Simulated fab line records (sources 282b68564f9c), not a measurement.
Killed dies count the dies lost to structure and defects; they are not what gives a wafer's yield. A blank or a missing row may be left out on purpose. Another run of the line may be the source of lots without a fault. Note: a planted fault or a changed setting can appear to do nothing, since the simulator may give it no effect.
fab line records || flow rit_cmos
record {"lots": 15, "wafers": 45, "last_day": 7}
route steps=202 shown PLDD@117 M1@202
lots that met no fault: taken from a fault-free run of the same line
start_h: hours from the record's opening day to when the first of the lot's shown wafers began || wait_h: hours from the lot's prior step to this one || " identical to the entry in the row above || L1.1+2: a row that stands for several wafers || - either no value or no given start || * or withheld: withheld || < > ~ a bound
route shown NAME@n: a module of which the file shows steps, and the number in the route of the first || usual: mean/standard deviation of fault-free wafers || same: alike in all rows || chamber/n: place in a boat || sites: the reading at each site || _std_site: the standard deviation of these || _edge_site: mean of outer sites minus mean of inner sites || radius_mm: for every site, how far away it sits from the centre of the wafer || mask NAME#n: copy n || behind: the tool/chamber that last shaped the wafer || hold: the reason the lot was held/the length of the hold in hours/how it ended || device: the n, p or np transistor that did not switch || end of line: the same wafers' tests at the end of the route || a step with no rows: only its recipe || killed: dies that structure and defects cost at the first sort, which is not the same as the wafer's yield || map: a wafer's dies, marking killed ones x, the rest . and places with no die _
set.NAME: the setting that was run; set.NAME@STEP: the one run at that earlier step || model.NAME: the simulator's own value behind a step, which no gauge read
one table for each step of the route and one row for each wafer, over a sample of lots
services: from which hour (start_h, from the record's first day; less than 0 if before it) a tool's chamber was out of use, for how many hours, and why
## steps
# step RIT_PLDD_EXPOSE_03
# recipe {"mask_id": "M8", "na": 0.57, "target_cd_nm": 40900, "dose_mj": 250}
{"lot.wafer": "L719.2+5+6", "tool": "iline_stepper-01", "chamber": 0, "start_h": 51.95, "wait_h": 0.3, "mask": "M8#0"}
{"lot.wafer": "L721.2+5+6", "tool": "iline_stepper-01", "chamber": 0, "start_h": 54.58, "wait_h": 0.1, "mask": "M8#0"}
{"lot.wafer": "L720.1+4+6", "tool": "iline_stepper-02", "chamber": 0, "start_h": 54.86, "wait_h": 0.3, "mask": "M8#0"}
{"lot.wafer": "L722.2+3+6", "tool": "iline_stepper-02", "chamber": 0, "start_h": 64.14, "wait_h": 0.1, "mask": "M8#0"}
{"lot.wafer": "L723.1+2+6", "tool": "iline_stepper-02", "chamber": 0, "start_h": 69.59, "wait_h": 0.1, "mask": "M8#0"}
{"lot.wafer": "L724.2+4+6", "tool": "iline_stepper-01", "chamber": 0, "start_h": 73.84, "wait_h": 0.2, "mask": "M8#0"}
{"lot.wafer": "L726.1+4+6", "tool": "iline_stepper-02", "chamber": 0, "start_h": 82.48, "wait_h": 0.2, "mask": "M8#0"}
{"lot.wafer": "L727.1+2+3", "tool": "iline_stepper-01", "chamber": 0, "start_h": 87.92, "wait_h": 0.2, "mask": "M8#0"}
{"lot.wafer": "L728.1+2+4", "tool": "iline_stepper-01", "chamber": 0, "start_h": 92.73, "wait_h": 0.1, "mask": "M8#0"}
{"lot.wafer": "L729.1+2+4", "tool": "iline_stepper-02", "chamber": 0, "start_h": 95.80, "wait_h": 0.2, "mask": "M8#0"}
{"lot.wafer": "L730.1+2+6", "tool": "iline_stepper-01", "chamber": 0, "start_h": 102.82, "wait_h": 0.2, "mask": "M8#0"}
{"lot.wafer": "L731.2+4+5", "tool": "iline_stepper-02", "chamber": 0, "start_h": 107.63, "wait_h": 0.2, "mask": "M8#0"}
{"lot.wafer": "L733.2+5+6", "tool": "iline_stepper-01", "chamber": 0, "start_h": 115.87, "wait_h": 0.2, "mask": "M8#0"}
{"lot.wafer": "L735.2+4+5", "tool": "iline_stepper-01", "chamber": 0, "start_h": 124.14, "wait_h": 0.2, "mask": "M8#0"}
{"lot.wafer": "L739.2+3+5", "tool": "iline_stepper-01", "chamber": 0, "start_h": 144.99, "wait_h": 0.2, "mask": "M8#0"}
# step RIT_PLDD_OVL_MEAS_06
# usual {"PLDD_OVL": "-0.6/1.8"}
{"lot.wafer": "L719.2", "tool": "overlay-02", "chamber": "-", "start_h": 52.34, "wait_h": "-", "PLDD_OVL[nm]": 1.0}
{"lot.wafer": "L719.5", "tool": "overlay-02", "chamber": "-", "start_h": 52.34, "wait_h": "-", "PLDD_OVL[nm]": -2.9}
{"lot.wafer": "L719.6", "tool": "overlay-02", "chamber": "-", "start_h": 52.34, "wait_h": "-", "PLDD_OVL[nm]": 0.3}
{"lot.wafer": "L721.2", "tool": "overlay-02", "chamber": "-", "start_h": 54.96, "wait_h": "-", "PLDD_OVL[nm]": 1.8}
{"lot.wafer": "L721.5", "tool": "overlay-02", "chamber": "-", "start_h": 54.96, "wait_h": "-", "PLDD_OVL[nm]": -0.2}
{"lot.wafer": "L721.6", "tool": "overlay-02", "chamber": "-", "start_h": 54.96, "wait_h": "-", "PLDD_OVL[nm]": 2.1}
{"lot.wafer": "L720.1", "tool": "overlay-02", "chamber": "-", "start_h": 55.26, "wait_h": "-", "PLDD_OVL[nm]": -0.6}
{"lot.wafer": "L720.4", "tool": "overlay-02", "chamber": "-", "start_h": 55.26, "wait_h": "-", "PLDD_OVL[nm]": 2.0}
{"lot.wafer": "L720.6", "tool": "overlay-02", "chamber": "-", "start_h": 55.26, "wait_h": "-", "PLDD_OVL[nm]": 1.7}
{"lot.wafer": "L722.2", "tool": "overlay-01", "chamber": "-", "start_h": 64.73, "wait_h": "-", "PLDD_OVL[nm]": 0.3}
{"lot.wafer": "L722.3", "tool": "overlay-01", "chamber": "-", "start_h": 64.73, "wait_h": "-", "PLDD_OVL[nm]": -0.4}
{"lot.wafer": "L722.6", "tool": "overlay-01", "chamber": "-", "start_h": 64.73, "wait_h": "-", "PLDD_OVL[nm]": 1.0}
{"lot.wafer": "L723.1", "tool": "overlay-02", "chamber": "-", "start_h": 69.99, "wait_h": "-", "PLDD_OVL[nm]": 1.1}
{"lot.wafer": "L723.2", "tool": "overlay-02", "chamber": "-", "start_h": 69.99, "wait_h": "-", "PLDD_OVL[nm]": 1.8}
{"lot.wafer": "L723.6", "tool": "overlay-02", "chamber": "-", "start_h": 69.99, "wait_h": "-", "PLDD_OVL[nm]": 0.6}
{"lot.wafer": "L724.2", "tool": "overlay-01", "chamber": "-", "start_h": 74.23, "wait_h": "-", "PLDD_OVL[nm]": -3.3}
{"lot.wafer": "L724.4", "tool": "overlay-01", "chamber": "-", "start_h": 74.23, "wait_h": "-", "PLDD_OVL[nm]": -3.6}
{"lot.wafer": "L724.6", "tool": "overlay-01", "chamber": "-", "start_h": 74.23, "wait_h": "-", "PLDD_OVL[nm]": -2.9}
{"lot.wafer": "L726.1", "tool": "overlay-02", "chamber": "-", "start_h": 82.88, "wait_h": "-", "PLDD_OVL[nm]": -0.9}
{"lot.wafer": "L726.4", "tool": "overlay-02", "chamber": "-", "start_h": 82.88, "wait_h": "-", "PLDD_OVL[nm]": -1.1}
{"lot.wafer": "L726.6", "tool": "overlay-02", "chamber": "-", "start_h": 82.88, "wait_h": "-", "PLDD_OVL[nm]": -1.1}
{"lot.wafer": "L727.1", "tool": "overlay-02", "chamber": "-", "start_h": 88.32, "wait_h": "-", "PLDD_OVL[nm]": -3.5}
{"lot.wafer": "L727.2", "tool": "overlay-02", "chamber": "-", "start_h": 88.32, "wait_h": "-", "PLDD_OVL[nm]": -0.7}
{"lot.wafer": "L727.3", "tool": "overlay-02", "chamber": "-", "start_h": 88.32, "wait_h": "-", "PLDD_OVL[nm]": -1.4}
{"lot.wafer": "L728.1", "tool": "overlay-01", "chamber": "-", "start_h": 93.13, "wait_h": "-", "PLDD_OVL[nm]": -2.6}
{"lot.wafer": "L728.2", "tool": "overlay-01", "chamber": "-", "start_h": 93.13, "wait_h": "-", "PLDD_OVL[nm]": -1.7}
{"lot.wafer": "L728.4", "tool": "overlay-01", "chamber": "-", "start_h": 93.13, "wait_h": "-", "PLDD_OVL[nm]": -5.6}
{"lot.wafer": "L729.1", "tool": "overlay-02", "chamber": "-", "start_h": 96.20, "wait_h": "-", "PLDD_OVL[nm]": -1.7}
{"lot.wafer": "L729.2", "tool": "overlay-02", "chamber": "-", "start_h": 96.20, "wait_h": "-", "PLDD_OVL[nm]": -0.1}
{"lot.wafer": "L729.4", "tool": "overlay-02", "chamber": "-", "start_h": 96.20, "wait_h": "-", "PLDD_OVL[nm]": -1.9}
{"lot.wafer": "L730.1", "tool": "overlay-01", "chamber": "-", "start_h": 103.30, "wait_h": "-", "PLDD_OVL[nm]": -0.2}
{"lot.wafer": "L730.2", "tool": "overlay-01", "chamber": "-", "start_h": 103.30, "wait_h": "-", "PLDD_OVL[nm]": -1.8}
{"lot.wafer": "L730.6", "tool": "overlay-01", "chamber": "-", "start_h": 103.30, "wait_h": "-", "PLDD_OVL[nm]": -3.5}
{"lot.wafer": "L731.2", "tool": "overlay-01", "chamber": "-", "start_h": 108.01, "wait_h": "-", "PLDD_OVL[nm]": -0.8}
{"lot.wafer": "L731.4", "tool": "overlay-01", "chamber": "-", "start_h": 108.01, "wait_h": "-", "PLDD_OVL[nm]": -2.6}
{"lot.wafer": "L731.5", "tool": "overlay-01", "chamber": "-", "start_h": 108.01, "wait_h": "-", "PLDD_OVL[nm]": -2.9}
{"lot.wafer": "L733.2", "tool": "overlay-02", "chamber": "-", "start_h": 116.26, "wait_h": "-", "PLDD_OVL[nm]": 236.7}
{"lot.wafer": "L733.5", "tool": "overlay-02", "chamber": "-", "start_h": 116.26, "wait_h": "-", "PLDD_OVL[nm]": 239.0}
{"lot.wafer": "L733.6", "tool": "overlay-02", "chamber": "-", "start_h": 116.26, "wait_h": "-", "PLDD_OVL[nm]": 238.9}
{"lot.wafer": "L735.2", "tool": "overlay-02", "chamber": "-", "start_h": 124.53, "wait_h": "-", "PLDD_OVL[nm]": 239.7}
{"lot.wafer": "L735.4", "tool": "overlay-02", "chamber": "-", "start_h": 124.53, "wait_h": "-", "PLDD_OVL[nm]": 241.5}
{"lot.wafer": "L735.5", "tool": "overlay-02", "chamber": "-", "start_h": 124.53, "wait_h": "-", "PLDD_OVL[nm]": 241.2}
{"lot.wafer": "L739.2", "tool": "overlay-02", "chamber": "-", "start_h": 145.38, "wait_h": "-", "PLDD_OVL[nm]": 237.8}
{"lot.wafer": "L739.3", "tool": "overlay-02", "chamber": "-", "start_h": 145.38, "wait_h": "-", "PLDD_OVL[nm]": 238.4}
{"lot.wafer": "L739.5", "tool": "overlay-02", "chamber": "-", "start_h": 145.38, "wait_h": "-", "PLDD_OVL[nm]": 238.1}
# step RIT_M1_PROBE_99
# usual {"killed_at_front_end": "6.3/2.7", "killed_dies": "6.4/2.7", "killed_open": "3.3/2", "killed_short": "3/1.8"}
# same {"gross_dies": 264, "killed_at_M0_to_M3": 0, "killed_at_M4_up": 0, "killed_at_back_side": 0, "killed_at_contacts": 0, "killed_at_other": 0}
{"lot.wafer": "L719.2", "tool": "prober-01", "chamber": "-", "start_h": 67.85, "wait_h": 0.1, "killed_at_front_end": 4, "killed_dies": 4, "killed_open": 1, "killed_short": 3}
{"lot.wafer": "L719.5", "tool": "prober-01", "chamber": "-", "start_h": 68.00, "wait_h": 0.2, "killed_at_front_end": 6, "killed_dies": 6, "killed_open": 2, "killed_short": 4}
{"lot.wafer": "L719.6", "tool": "prober-01", "chamber": "-", "start_h": 68.05, "wait_h": 0.2, "killed_at_front_end": 6, "killed_dies": 6, "killed_open": 3, "killed_short": 3}
{"lot.wafer": "L721.2", "tool": "prober-02", "chamber": "-", "start_h": 69.38, "wait_h": 0.1, "killed_at_front_end": 8, "killed_dies": 8, "killed_open": 3, "killed_short": 5}
{"lot.wafer": "L721.5", "tool": "prober-02", "chamber": "-", "start_h": 69.53, "wait_h": 0.2, "killed_at_front_end": 8, "killed_dies": 8, "killed_open": 4, "killed_short": 4}
{"lot.wafer": "L721.6", "tool": "prober-02", "chamber": "-", "start_h": 69.58, "wait_h": 0.2, "killed_at_front_end": 7, "killed_dies": 7, "killed_open": 3, "killed_short": 4}
{"lot.wafer": "L720.1", "tool": "prober-01", "chamber": "-", "start_h": 70.83, "wait_h": 0.1, "killed_at_front_end": 2, "killed_dies": 2, "killed_open": 2, "killed_short": 0}
{"lot.wafer": "L720.4", "tool": "prober-01", "chamber": "-", "start_h": 70.98, "wait_h": 0.2, "killed_at_front_end": 5, "killed_dies": 5, "killed_open": 1, "killed_short": 4}
{"lot.wafer": "L720.6", "tool": "prober-01", "chamber": "-", "start_h": 71.08, "wait_h": 0.2, "killed_at_front_end": 6, "killed_dies": 6, "killed_open": 2, "killed_short": 4}
{"lot.wafer": "L722.2", "tool": "prober-02", "chamber": "-", "start_h": 78.96, "wait_h": 0.1, "killed_at_front_end": 6, "killed_dies": 6, "killed_open": 3, "killed_short": 3}
{"lot.wafer": "L722.3", "tool": "prober-02", "chamber": "-", "start_h": 79.01, "wait_h": 0.2, "killed_at_front_end": 8, "killed_dies": 8, "killed_open": 4, "killed_short": 4}
{"lot.wafer": "L722.6", "tool": "prober-02", "chamber": "-", "start_h": 79.16, "wait_h": 0.2, "killed_at_front_end": 5, "killed_dies": 5, "killed_open": 3, "killed_short": 2}
{"lot.wafer": "L723.1", "tool": "prober-01", "chamber": "-", "start_h": 84.12, "wait_h": 0.1, "killed_at_front_end": 4, "killed_dies": 4, "killed_open": 3, "killed_short": 1}
{"lot.wafer": "L723.2", "tool": "prober-01", "chamber": "-", "start_h": 84.17, "wait_h": 0.1, "killed_at_front_end": 4, "killed_dies": 4, "killed_open": 3, "killed_short": 1}
{"lot.wafer": "L723.6", "tool": "prober-01", "chamber": "-", "start_h": 84.37, "wait_h": 0.2, "killed_at_front_end": 5, "killed_dies": 5, "killed_open": 2, "killed_short": 3}
{"lot.wafer": "L724.2", "tool": "prober-02", "chamber": "-", "start_h": 89.48, "wait_h": 0.1, "killed_at_front_end": 2, "killed_dies": 2, "killed_open": 1, "killed_short": 1}
{"lot.wafer": "L724.4", "tool": "prober-02", "chamber": "-", "start_h": 89.58, "wait_h": 0.2, "killed_at_front_end": 3, "killed_dies": 3, "killed_open": 0, "killed_short": 3}
{"lot.wafer": "L724.6", "tool": "prober-02", "chamber": "-", "start_h": 89.68, "wait_h": 0.2, "killed_at_front_end": 4, "killed_dies": 4, "killed_open": 3, "killed_short": 1}
{"lot.wafer": "L726.1", "tool": "prober-02", "chamber": "-", "start_h": 97.99, "wait_h": 0.1, "killed_at_front_end": 9, "killed_dies": 9, "killed_open": 4, "killed_short": 5}
{"lot.wafer": "L726.4", "tool": "prober-02", "chamber": "-", "start_h": 98.14, "wait_h": 0.2, "killed_at_front_end": 8, "killed_dies": 8, "killed_open": 6, "killed_short": 2}
{"lot.wafer": "L726.6", "tool": "prober-02", "chamber": "-", "start_h": 98.24, "wait_h": 0.2, "killed_at_front_end": 11, "killed_dies": 11, "killed_open": 7, "killed_short": 4}
{"lot.wafer": "L727.1", "tool": "prober-01", "chamber": "-", "start_h": 103.87, "wait_h": 0.1, "killed_at_front_end": 4, "killed_dies": 4, "killed_open": 2, "killed_short": 2}
{"lot.wafer": "L727.2", "tool": "prober-01", "chamber": "-", "start_h": 103.92, "wait_h": 0.1, "killed_at_front_end": 8, "killed_dies": 8, "killed_open": 6, "killed_short": 2}
{"lot.wafer": "L727.3", "tool": "prober-01", "chamber": "-", "start_h": 103.97, "wait_h": 0.2, "killed_at_front_end": 6, "killed_dies": 6, "killed_open": 5, "killed_short": 1}
{"lot.wafer": "L728.1", "tool": "prober-02", "chamber": "-", "start_h": 107.37, "wait_h": 0.1, "killed_at_front_end": 10, "killed_dies": 10, "killed_open": 4, "killed_short": 5}
{"lot.wafer": "L728.2", "tool": "prober-02", "chamber": "-", "start_h": 107.42, "wait_h": 0.1, "killed_at_front_end": 5, "killed_dies": 5, "killed_open": 2, "killed_short": 3}
{"lot.wafer": "L728.4", "tool": "prober-02", "chamber": "-", "start_h": 107.52, "wait_h": 0.2, "killed_at_front_end": 5, "killed_dies": 5, "killed_open": 2, "killed_short": 2}
{"lot.wafer": "L729.1", "tool": "prober-01", "chamber": "-", "start_h": 111.20, "wait_h": 0.1, "killed_at_front_end": 8, "killed_dies": 8, "killed_open": 3, "killed_short": 5}
{"lot.wafer": "L729.2", "tool": "prober-01", "chamber": "-", "start_h": 111.25, "wait_h": 0.1, "killed_at_front_end": 9, "killed_dies": 9, "killed_open": 3, "killed_short": 6}
{"lot.wafer": "L729.4", "tool": "prober-01", "chamber": "-", "start_h": 111.35, "wait_h": 0.2, "killed_at_front_end": 9, "killed_dies": 9, "killed_open": 5, "killed_short": 2}
{"lot.wafer": "L730.1", "tool": "prober-02", "chamber": "-", "start_h": 117.40, "wait_h": 0.1, "killed_at_front_end": 9, "killed_dies": 9, "killed_open": 4, "killed_short": 5}
{"lot.wafer": "L730.2", "tool": "prober-02", "chamber": "-", "start_h": 117.45, "wait_h": 0.1, "killed_at_front_end": 6, "killed_dies": 6, "killed_open": 5, "killed_short": 1}
{"lot.wafer": "L730.6", "tool": "prober-02", "chamber": "-", "start_h": 117.65, "wait_h": 0.2, "killed_at_front_end": 3, "killed_dies": 3, "killed_open": 2, "killed_short": 1}
{"lot.wafer": "L731.2", "tool": "prober-02", "chamber": "-", "start_h": 122.31, "wait_h": 0.1, "killed_at_front_end": 4, "killed_dies": 4, "killed_open": 2, "killed_short": 2}
{"lot.wafer": "L731.4", "tool": "prober-02", "chamber": "-", "start_h": 122.41, "wait_h": 0.2, "killed_at_front_end": 13, "killed_dies": 13, "killed_open": 10, "killed_short": 3}
{"lot.wafer": "L731.5", "tool": "prober-02", "chamber": "-", "start_h": 122.46, "wait_h": 0.2, "killed_at_front_end": 3, "killed_dies": 3, "killed_open": 3, "killed_short": 0}
{"lot.wafer": "L733.2", "tool": "prober-02", "chamber": "-", "start_h": 130.17, "wait_h": 0.1, "killed_at_front_end": 6, "killed_dies": 6, "killed_open": 4, "killed_short": 2}
{"lot.wafer": "L733.5", "tool": "prober-02", "chamber": "-", "start_h": 130.32, "wait_h": 0.2, "killed_at_front_end": 9, "killed_dies": 9, "killed_open": 3, "killed_short": 6}
{"lot.wafer": "L733.6", "tool": "prober-02", "chamber": "-", "start_h": 130.37, "wait_h": 0.2, "killed_at_front_end": 4, "killed_dies": 4, "killed_open": 3, "killed_short": 1}
{"lot.wafer": "L735.2", "tool": "prober-02", "chamber": "-", "start_h": 139.80, "wait_h": 0.1, "killed_at_front_end": 6, "killed_dies": 6, "killed_open": 4, "killed_short": 2}
{"lot.wafer": "L735.4", "tool": "prober-02", "chamber": "-", "start_h": 139.90, "wait_h": 0.2, "killed_at_front_end": 8, "killed_dies": 8, "killed_open": 0, "killed_short": 8}
{"lot.wafer": "L735.5", "tool": "prober-02", "chamber": "-", "start_h": 139.95, "wait_h": 0.2, "killed_at_front_end": 12, "killed_dies": 12, "killed_open": 8, "killed_short": 4}
{"lot.wafer": "L739.2", "tool": "prober-02", "chamber": "-", "start_h": 159.78, "wait_h": 0.1, "killed_at_front_end": 6, "killed_dies": 6, "killed_open": 3, "killed_short": 3}
{"lot.wafer": "L739.3", "tool": "prober-02", "chamber": "-", "start_h": 159.83, "wait_h": 0.2, "killed_at_front_end": 5, "killed_dies": 5, "killed_open": 4, "killed_short": 1}
{"lot.wafer": "L739.5", "tool": "prober-02", "chamber": "-", "start_h": 159.93, "wait_h": 0.2, "killed_at_front_end": 2, "killed_dies": 2, "killed_open": 2, "killed_short": 0}
# killed by level:class
L719.2 FOX1:geometric_particle:short=1 GATE:geometric_particle:short=1 REOX:geometric_particle:open=1 SILICIDE:geometric_particle:short=1
L719.5 ACTIVE:geometric_particle:short=1 FOX1:geometric_particle:short=1 REOX:geometric_particle:open=1 SPACER:geometric_particle:short=1 SPACER:geometric_particle:open=1 SILICIDE:geometric_particle:short=1
L719.6 GATE:geometric_particle:open=2 SILICIDE:geometric_particle:short=2 FOX1:geometric_particle:open=1 FOX1:geometric_particle:short=1
L721.2 FOX2:geometric_particle:short=2 REOX:geometric_particle:short=2 ACTIVE:geometric_particle:open=1 GATE:geometric_particle:open=1 GATE:geometric_particle:short=1 SILICIDE:geometric_particle:open=1
L721.5 FOX1:geometric_particle:short=2 SPACER:geometric_particle:open=2 FOX2:geometric_particle:open=1 FOX2:geometric_particle:short=1 REOX:geometric_particle:open=1 SILICIDE:geometric_particle:short=1
L721.6 GATE:geometric_particle:short=2 SILICIDE:geometric_particle:open=2 REOX:geometric_particle:short=1 REOX:geometric_particle:open=1 SPACER:geometric_particle:short=1
L720.1 FOX1:geometric_particle:open=1 SPACER:geometric_particle:open=1
L720.4 GATE:geometric_particle:short=2 FOX1:geometric_particle:short=1 REOX:geometric_particle:open=1 SILICIDE:geometric_particle:short=1
L720.6 GATE:geometric_particle:short=2 FOX1:geometric_particle:short=1 REOX:geometric_particle:short=1 REOX:geometric_particle:open=1 SPACER:geometric_particle:open=1
L722.2 SPACER:geometric_particle:short=2 GATE:geometric_particle:open=1 REOX:geometric_particle:open=1 SPACER:geometric_particle:open=1 SILICIDE:geometric_particle:short=1
L722.3 FOX2:geometric_particle:short=2 GATE:geometric_particle:open=2 ACTIVE:geometric_particle:open=1 FOX1:geometric_particle:short=1 GATE:geometric_particle:short=1 REOX:geometric_particle:open=1
L722.6 GATE:geometric_particle:short=2 FOX1:geometric_particle:open=1 GATE:geometric_particle:open=1 SILICIDE:geometric_particle:open=1
L723.1 FOX1:geometric_particle:open=1 GATE:geometric_particle:short=1 REOX:geometric_particle:open=1 SILICIDE:geometric_particle:open=1
L723.2 GATE:geometric_particle:open=2 FOX1:geometric_particle:open=1 REOX:geometric_particle:short=1
L723.6 GATE:geometric_particle:short=2 GATE:geometric_particle:open=1 SPACER:geometric_particle:short=1 SPACER:geometric_particle:open=1
L724.2 GATE:geometric_particle:short=1 REOX:geometric_particle:open=1
L724.4 GATE:geometric_particle:short=1 REOX:geometric_particle:short=1 SPACER:geometric_particle:short=1
L724.6 FOX2:geometric_particle:open=1 GATE:geometric_particle:open=1 SPACER:geometric_particle:short=1 SPACER:geometric_particle:open=1
L726.1 GATE:geometric_particle:short=2 GATE:geometric_particle:open=2 SILICIDE:geometric_particle:short=2 FOX1:geometric_particle:open=1 REOX:geometric_particle:open=1 SPACER:geometric_particle:short=1
L726.4 GATE:geometric_particle:open=2 GATE:geometric_particle:short=2 FOX1:geometric_particle:open=1 REOX:geometric_particle:open=1 SPACER:geometric_particle:open=1 SILICIDE:geometric_particle:open=1
L726.6 GATE:geometric_particle:open=5 SPACER:geometric_particle:short=2 FOX2:geometric_particle:open=1 GATE:geometric_particle:short=1 REOX:geometric_particle:short=1 REOX:geometric_particle:open=1
L727.1 GATE:geometric_particle:open=1 GATE:geometric_particle:short=1 REOX:geometric_particle:open=1 SILICIDE:geometric_particle:short=1
L727.2 FOX1:geometric_particle:open=2 GATE:geometric_particle:open=2 FOX1:geometric_particle:short=1 FOX2:geometric_particle:open=1 REOX:geometric_particle:open=1 REOX:geometric_particle:short=1
L727.3 GATE:geometric_particle:open=3 FOX1:geometric_particle:open=1 SPACER:geometric_particle:short=1 SILICIDE:geometric_particle:open=1
L728.1 GATE:geometric_particle:short=3 FOX2:geometric_particle:open=1 GATE:geometric_particle:open=1 REOX:geometric_particle:short=1 REOX:geometric_particle:open=1 SILICIDE:geometric_particle:open=1 SILICIDE:geometric_particle:short=1 ACTIVE:coat_microbubble_printed=1
L728.2 SPACER:geometric_particle:short=2 GATE:geometric_particle:short=1 GATE:geometric_particle:open=1 SILICIDE:geometric_particle:open=1
L728.4 GATE:geometric_particle:short=1 REOX:geometric_particle:open=1 SILICIDE:geometric_particle:short=1 SILICIDE:geometric_particle:open=1 ACTIVE:coat_microbubble_printed=1
L729.1 GATE:geometric_particle:open=2 GATE:geometric_particle:short=2 FOX1:geometric_particle:short=1 FOX1:geometric_particle:open=1 REOX:geometric_particle:short=1 SILICIDE:geometric_particle:short=1
L729.2 GATE:geometric_particle:short=3 GATE:geometric_particle:open=2 FOX1:geometric_particle:short=1 SPACER:geometric_particle:short=1 SILICIDE:geometric_particle:short=1 SILICIDE:geometric_particle:open=1
L729.4 FOX1:geometric_particle:open=2 SILICIDE:geometric_particle:open=2 NLDD:coat_microbubble_printed=2 FOX1:geometric_particle:short=1 GATE:geometric_particle:short=1 GATE:geometric_particle:open=1
L730.1 REOX:geometric_particle:short=2 GATE:geometric_particle:open=2 FOX1:geometric_particle:open=1 FOX1:geometric_particle:short=1 GATE:geometric_particle:short=1 SPACER:geometric_particle:short=1 SILICIDE:geometric_particle:open=1
L730.2 GATE:geometric_particle:open=3 FOX1:geometric_particle:short=1 FOX2:geometric_particle:open=1 SPACER:geometric_particle:open=1
L730.6 GATE:geometric_particle:short=1 REOX:geometric_particle:open=1 SPACER:geometric_particle:open=1
L731.2 GATE:geometric_particle:open=2 GATE:geometric_particle:short=1 SILICIDE:geometric_particle:short=1
L731.4 GATE:geometric_particle:open=7 SILICIDE:geometric_particle:open=2 FOX1:geometric_particle:short=1 REOX:geometric_particle:open=1 SPACER:geometric_particle:short=1 SILICIDE:geometric_particle:short=1
L731.5 GATE:geometric_particle:open=2 REOX:geometric_particle:open=1
L733.2 GATE:geometric_particle:open=2 REOX:geometric_particle:open=1 REOX:geometric_particle:short=1 SPACER:geometric_particle:open=1 SPACER:geometric_particle:short=1
L733.5 FOX2:geometric_particle:short=2 FOX2:geometric_particle:open=2 GATE:geometric_particle:short=2 FOX1:geometric_particle:short=1 REOX:geometric_particle:open=1 REOX:geometric_particle:short=1
L733.6 GATE:geometric_particle:open=2 REOX:geometric_particle:short=1 REOX:geometric_particle:open=1
L735.2 FOX1:geometric_particle:short=1 GATE:geometric_particle:open=1 REOX:geometric_particle:open=1 SPACER:geometric_particle:short=1 SPACER:geometric_particle:open=1 SILICIDE:geometric_particle:open=1
L735.4 GATE:geometric_particle:short=2 REOX:geometric_particle:short=2 ACTIVE:geometric_particle:short=1 FOX1:geometric_particle:short=1 SPACER:geometric_particle:short=1 SILICIDE:geometric_particle:short=1
L735.5 GATE:geometric_particle:open=4 GATE:geometric_particle:short=2 FOX1:geometric_particle:short=1 FOX1:geometric_particle:open=1 FOX2:geometric_particle:open=1 REOX:geometric_particle:short=1 SPACER:geometric_particle:open=1 SILICIDE:geometric_particle:open=1
L739.2 FOX1:geometric_particle:open=1 FOX2:geometric_particle:short=1 REOX:geometric_particle:short=1 SPACER:geometric_particle:short=1 SPACER:geometric_particle:open=1 SILICIDE:geometric_particle:open=1
L739.3 FOX1:geometric_particle:open=1 GATE:geometric_particle:open=1 REOX:geometric_particle:open=1 SPACER:geometric_particle:open=1 SILICIDE:geometric_particle:short=1
L739.5 GATE:geometric_particle:open=1 REOX:geometric_particle:open=1
## services
{"tool": "iline_stepper-01", "chamber": "-", "start_h": 81.64, "hours": 1.3, "kind": "repair"}
{"tool": "iline_stepper-02", "chamber": "-", "start_h": 103.32, "hours": 1.7, "kind": "pm"}
## key
first_sign {"step": "RIT_PLDD_OVL_MEAS_06", "reading": "PLDD_OVL", "direction": "up", "sigmas": "99+", "usual": -0.6, "struck": 239.0}
effect none on later readings
met_at RIT_PLDD_EXPOSE_03
struck_lots L733,L735,L739
tester_left_out L733,L735,L739
onset_between 102.82 115.87
also_fits time
fault {"kind": "scanner_matching_overlay", "tool": "iline_stepper-01", "chamber": "-", "onset_h": 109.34, "steps": "RIT_PLDD_EXPOSE_03", "offset": 240}
# tester_left_out: of these lots the tester's yield and bins aren't shown, on N5 and GAA mostly nor the transistor test; their killed dies are dies lost to structure and defects alone, not to doping, threshold or leakage, so they don't give the yield
